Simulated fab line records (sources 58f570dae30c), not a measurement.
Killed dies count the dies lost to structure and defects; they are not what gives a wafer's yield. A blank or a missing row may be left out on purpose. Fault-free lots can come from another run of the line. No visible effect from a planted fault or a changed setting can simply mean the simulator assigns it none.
Which of the tools did it?    flow berkeley cmos170    14 lots, 42 wafers sampled, at 4 steps of a route of 331

## WHAT THE GAUGES READ, wafer by wafer
UCB170_PLDD_TW_MEAS_11. Usual: PLDD_TW 1006, standard deviation 7.9.
lot   measured      on             PLDD_TW         flag
L649  day 7 01:58   film metro-01  1014 1007 1002  
L650  day 7 02:22   film metro-01  1005 1015 1012  
L651  day 7 17:23   film metro-04  1002 1000 995   
L653  day 7 17:26   film metro-04  998 996 1002    
L654  day 8 02:25   film metro-01  1009 1001 1008  
L655  day 8 02:41   film metro-04  999 1000 998    
L658  day 8 22:57   film metro-02  1013 1012 1014  
L660  day 9 06:41   film metro-04  1009 1009 1003  
L661  day 9 15:53   film metro-04  1005 1005 1005  
L663  day 10 06:16  film metro-04  997 994 997     
L666  day 10 05:14  film metro-04  994 999 994     
L667  day 10 18:16  film metro-01  1003 1005 1000  
L668  day 10 17:47  film metro-04  995 990 990     
L672  day 11 18:08  film metro-02  1016 1013 1014  

## TOOL THAT RAN EACH LOT (tool first, then ch and the chambers of the sampled wafers, then the start)
lot   UCB170_NWELL_STRIP_15                UCB170_PLDD_IMPLANT_09           UCB170_PLDD_STRIP_10
L649  plasma asher-04 ch 0,1, day 2 09:34  implanter-04 ch 0, day 7 01:43   plasma asher-02 ch 0,1, day 7 01:52
L650  plasma asher-02 ch 0,1, day 2 14:04  implanter-04 ch 0, day 7 02:08   plasma asher-02 ch 0,1, day 7 02:15
L651  plasma asher-04 ch 0,1, day 3 01:16  implanter-02 ch 0, day 7 17:11   plasma asher-01 ch 0,1, day 7 17:17
L653  plasma asher-02 ch 0,1, day 3 05:37  implanter-04 ch 0, day 7 17:11   plasma asher-02 ch 0,1, day 7 17:19
L654  plasma asher-04 ch 0,1, day 3 12:01  implanter-02 ch 0, day 8 02:10   plasma asher-01 ch 0,1, day 8 02:19
L655  plasma asher-02 ch 0,1, day 3 12:32  implanter-04 ch 0, day 8 02:28   plasma asher-03 ch 0,1, day 8 02:35
L658  plasma asher-04 ch 0,1, day 4 08:58  implanter-02 ch 0, day 8 22:42   plasma asher-01 ch 1, day 8 22:51
L660  plasma asher-02 ch 0,1, day 4 15:50  implanter-03 ch 0, day 9 06:26   plasma asher-03 ch 0,1, day 9 06:35
L661  plasma asher-02 ch 0,1, day 5 04:01  implanter-02 ch 0, day 9 15:38   plasma asher-02 ch 0,1, day 9 15:47
L663  plasma asher-04 ch 0,1, day 5 10:01  implanter-03 ch 0, day 10 06:03  plasma asher-01 ch 0,1, day 10 06:10
L666  plasma asher-04 ch 0, day 5 23:45    implanter-02 ch 0, day 10 05:00  plasma asher-02 ch 0,1, day 10 05:08
L667  plasma asher-03 ch 0,1, day 6 09:05  implanter-02 ch 0, day 10 18:01  plasma asher-03 ch 0,1, day 10 18:10
L668  plasma asher-02 ch 0,1, day 6 09:12  implanter-02 ch 0, day 10 17:33  plasma asher-03 ch 0, day 10 17:40
L672  plasma asher-02 ch 0,1, day 7 00:57  implanter-04 ch 0, day 11 17:53  plasma asher-02 ch 0,1, day 11 18:02
- UCB170_NWELL_STRIP_15: strips in O2.
- UCB170_PLDD_IMPLANT_09
- UCB170_PLDD_STRIP_10: strips in O2.

## WHAT THE TOOLS THEMSELVES READ (means of the sampled wafers that have a number; where no wafer has one, the mark that the record gives instead)
UCB170_NWELL_STRIP_15. Usual: drypump motor current A 5.7 A, standard deviation 0.51; oes product au 0.721 a.u., standard deviation 0.0043; strip time to endpoint s 17.99 s, standard deviation 0.083.
lot   tool             drypump motor current A (A)  oes product au (a.u.)  strip time to endpoint s (s)  flag
L649  plasma asher-04  5.6                          0.720                  17.97                         
L650  plasma asher-02  5.6                          0.721                  17.98                         
L651  plasma asher-04  5.6                          0.719                  17.98                         
L653  plasma asher-02  6.0                          0.720                  17.99                         
L654  plasma asher-04  5.6                          0.721                  18.14                         
L655  plasma asher-02  6.0                          0.720                  18.02                         
L658  plasma asher-04  5.6                          0.725                  17.97                         
L660  plasma asher-02  5.6                          0.720                  18.12                         
L661  plasma asher-02  5.5                          0.724                  17.91                         
L663  plasma asher-04  5.6                          0.725                  17.97                         
L666  plasma asher-04  5.3                          0.720                  18.06                         
L667  plasma asher-03  5.4                          0.722                  18.03                         
L668  plasma asher-02  6.0                          0.720                  18.00                         
L672  plasma asher-02  5.6                          0.722                  18.06                         

UCB170_PLDD_IMPLANT_09. Usual: beam energy keV at 9.999, with a standard deviation of 0.0032.
lot   tool          beam energy keV  flag
L649  implanter-04  9.999            
L650  implanter-04  9.997            
L651  implanter-02  9.997            
L653  implanter-04  9.998            
L654  implanter-02  10.000           
L655  implanter-04  9.995            
L658  implanter-02  10.002           
L660  implanter-03  10.001           
L661  implanter-02  10.000           
L663  implanter-03  9.998            
L666  implanter-02  9.999            
L667  implanter-02  9.758            OFF
L668  implanter-02  9.761            OFF
L672  implanter-04  9.999            

UCB170_PLDD_STRIP_10. Usual: drypump motor current A 5.6 A, standard deviation 0.42; oes product au 0.734 a.u., standard deviation 0.0045; strip time to endpoint s 21.64 s, standard deviation 0.065.
lot   tool             drypump motor current A (A)  oes product au (a.u.)  strip time to endpoint s (s)  flag
L649  plasma asher-02  5.6                          0.734                  21.76                         
L650  plasma asher-02  6.0                          0.733                  21.62                         
L651  plasma asher-01  5.4                          0.734                  21.68                         
L653  plasma asher-02  6.0                          0.726                  21.70                         
L654  plasma asher-01  5.4                          0.733                  21.69                         
L655  plasma asher-03  5.4                          0.735                  21.64                         
L658  plasma asher-01  5.4                          0.732                  21.58                         
L660  plasma asher-03  5.5                          0.737                  21.66                         
L661  plasma asher-02  5.6                          0.733                  21.64                         
L663  plasma asher-01  5.5                          0.732                  21.57                         
L666  plasma asher-02  5.6                          0.731                  21.58                         
L667  plasma asher-03  5.4                          0.735                  21.72                         
L668  plasma asher-03  5.3                          0.735                  21.66                         
L672  plasma asher-02  5.6                          0.733                  21.52                         

## THE ANSWER, worked out from the rows above alone
Rule: take the mean of a lot's wafers that have a number; if it is more than 3 standard deviations from the usual mean, the lot is off. Also off: a lot with no number at a reading for which 4 or more lots have one. All remaining lots with rows at the step are treated as sound. After the gauges, taken in route order, come the tools' own readings; for these a lot's mean is taken, as printed above. At the first step where some lot is off, the reading lying furthest off is the one used; lots without a number count as furthest.
Off: L667, L668 (UCB170_PLDD_IMPLANT_09, beam energy keV).
A tool fits if, at that step or a process step before it, it ran every lot that is off, and no sound lot after the first of them. One fits: implanter-02 at UCB170_PLDD_IMPLANT_09. A fault onset in the window from L666 (day 10 05:00, its last sound lot) to L668 (day 10 17:33, its first lot off) fits.
On the lots that are off, the tool's own readings at UCB170_PLDD_IMPLANT_09 differ by more than 5 times the standard deviation of the sound lots' means, which bears it out; beam energy keV reads 9.759 there versus 9.999 on the sound lots.

## WHAT HAD BEEN PUT IN BY THE SIMULATOR
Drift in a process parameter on implanter-02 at UCB170_PLDD_IMPLANT_09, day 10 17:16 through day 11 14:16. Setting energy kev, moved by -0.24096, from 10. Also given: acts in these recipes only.
Lots struck among those shown: L668, L667. Same finding as the rule above.
